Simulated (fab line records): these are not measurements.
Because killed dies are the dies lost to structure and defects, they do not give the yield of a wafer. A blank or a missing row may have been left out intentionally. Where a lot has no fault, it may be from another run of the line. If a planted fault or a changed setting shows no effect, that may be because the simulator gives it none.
2 desks, one fault | flow rit_cmos | what lay behind the numbers comes last; until then each desk has only its own

== TOOL OWNER'S DESK, iline_stepper-01 ==
The tool's own readings at RIT_M1_EXPOSE_06 (exposes mask M12, target cd 2600 nm): means of the sampled wafers that have a number, for each lot that ran on this tool. If a lot's mean is further than 4 standard deviations from the usual mean, the lot is out of limits and carries the mark OUT (the distance appears in the brackets).
Columns: A = exposure_dose_mJ_cm2 at RIT_M1_EXPOSE_06, usual 249.87
lot  | first seen here | A
L342 | day 3 06:55     | 249.96
L344 | day 3 19:49     | 249.60
L345 | day 3 21:25     | 249.88
L347 | day 4 07:57     | 250.06
L348 | day 4 12:52     | 250.13
L349 | day 4 16:23     | 250.01
L351 | day 5 05:52     | 249.81
L353 | day 5 13:07     | 250.03
L355 | day 6 02:58     | 248.35 (-6.9) OUT
L365 | day 8 15:41     | 249.98
This desk's verdict: out of limits on L355, starting with L355 at day 6 02:58 (exposure_dose_mJ_cm2 at RIT_M1_EXPOSE_06). L342, L344, L345, L347, L348, L349, L351, L353, L365 stayed within limits.

== AT THE METROLOGY DESK ==
What the gauges read for every lot (on any tool): the sampled wafers with a number, averaged. If a lot's mean is further than 4 standard deviations from the usual mean, the lot is out of limits and carries the mark OUT (the distance appears in the brackets).
Columns: A = cd_nm at RIT_ACTIVE_CD_MEAS_11, usual 1400.4 nm; B = cd_nm at RIT_ACTIVE_CD_MEAS_90, usual 1400.5 nm; C = PLDD_TW at RIT_PLDD_TW_MEAS_10, usual 2345
lot  | first seen here | A      | B      | C
L342 | day 1 14:43     | 1400.8 | 1401.1 | 2340
L344 | day 2 00:26     | 1400.8 | 1400.9 | 2336
L345 | day 2 05:40     | 1397.9 | 1398.2 | 2351
L346 | day 2 12:11     | 1403.8 | 1403.8 | 2340
L347 | day 2 15:26     | 1401.8 | 1401.8 | 2336
L348 | day 2 20:34     | 1400.2 | 1399.9 | 2350
L349 | day 3 01:34     | 1399.0 | 1399.0 | 2354
L350 | day 3 06:28     | 1402.0 | 1402.1 | 2335
L351 | day 3 13:09     | 1398.3 | 1398.2 | 2336
L352 | day 3 16:26     | 1396.8 | 1396.9 | 2339
L353 | day 3 21:34     | 1400.1 | 1400.1 | 2343
L355 | day 4 07:36     | 1400.9 | 1401.0 | 2346
L365 | day 6 14:44     | 1399.6 | 1399.8 | 2360
Finding of this desk: none of the 13 lots has anything out of limits.

== TAKEN TOGETHER ==
An alarm could have come from the tool owner's desk at day 6 02:58, on L355.
Metrology desk: nothing out of limits seen.
The metrology desk has L355 on record, within its limits.
Every lot named ran RIT_M1_EXPOSE_06 on iline_stepper-01.

== WHAT WAS PUT IN BY THE SIMULATOR ==
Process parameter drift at RIT_M1_EXPOSE_06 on iline_stepper-01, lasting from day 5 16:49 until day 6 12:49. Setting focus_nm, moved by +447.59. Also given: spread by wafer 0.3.
Shown lots that were struck: L355.
Time in hours from fault onset to the first out-of-limits reading at each desk: the tool owner's desk, 10.
